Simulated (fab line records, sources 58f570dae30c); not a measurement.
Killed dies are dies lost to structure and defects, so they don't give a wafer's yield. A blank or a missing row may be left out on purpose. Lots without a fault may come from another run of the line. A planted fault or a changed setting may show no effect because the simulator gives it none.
Which tool did it? | flow berkeley_cmos170 | 7 lots, 21 wafers sampled, at 3 steps of a route of 331

WHAT THE GAUGES READ, wafer by wafer
UCB170_V2_BOW_MEAS_03.
lot  | measured     | on            | V2_BOW (um)
L480 | day 7 13:02  | film_metro-02 | 39 31 43
L482 | day 8 06:58  | film_metro-03 | 28 31 38
L484 | day 8 17:53  | film_metro-03 | 36 52 26
L495 | day 10 23:21 | film_metro-04 | 27 22 40
L498 | day 11 17:36 | film_metro-02 | 25 40 23
L499 | day 11 21:34 | film_metro-03 | 44 42 41
L503 | day 12 05:47 | film_metro-03 | 33 47 43

WHICH TOOL RAN EACH LOT (tool, then ch and the chambers of the sampled wafers, then the start)
lot  | UCB170_V1_CMP_02              | UCB170_M2_ETCH_17
L480 | cmp-02 ch 1,2, day 7 04:04    | rie_diel-03 ch 1,3, day 7 12:05
L482 | cmp-01 ch 1,2,3, day 8 01:16  | rie_diel-03 ch 0,1,3, day 8 05:56
L484 | cmp-02 ch 0,2, day 8 10:50    | rie_diel-03 ch 0,1,2, day 8 16:47
L495 | cmp-02 ch 0,1,2, day 10 17:07 | rie_diel-03 ch 1,2,3, day 10 22:14
L498 | cmp-01 ch 0,2,3, day 11 10:07 | rie_diel-03 ch 0,1, day 11 16:26
L499 | cmp-02 ch 0,2,3, day 11 14:57 | rie_diel-02 ch 0,1,2, day 11 20:32
L503 | cmp-02 ch 0,1,3, day 12 00:08 | rie_diel-02 ch 0,1,3, day 12 04:49
- UCB170_V1_CMP_02: polishes SiO2.
- UCB170_M2_ETCH_17: etches BARC in N2/H2.

THE ANSWER, worked out from the rows above alone
Rule: what is usual is taken from the lots themselves. Put in order of their means at a reading, lots are off if they are a third of the lots or fewer, leave a main group of 4 or more, and stand apart from it by a gap of 3 or more times the standard deviation of the main group's means; of several such gaps the widest counts. A main group whose means are all the same, to the digits that the tables above print for the reading, isn't used. A lot without any number at a reading at which 4 lots or more have one is off too. The other lots that the step has rows for count as sound.
No lot is off at any reading shown: from this, nothing can be told.

WHAT THE SIMULATOR HAD PUT IN
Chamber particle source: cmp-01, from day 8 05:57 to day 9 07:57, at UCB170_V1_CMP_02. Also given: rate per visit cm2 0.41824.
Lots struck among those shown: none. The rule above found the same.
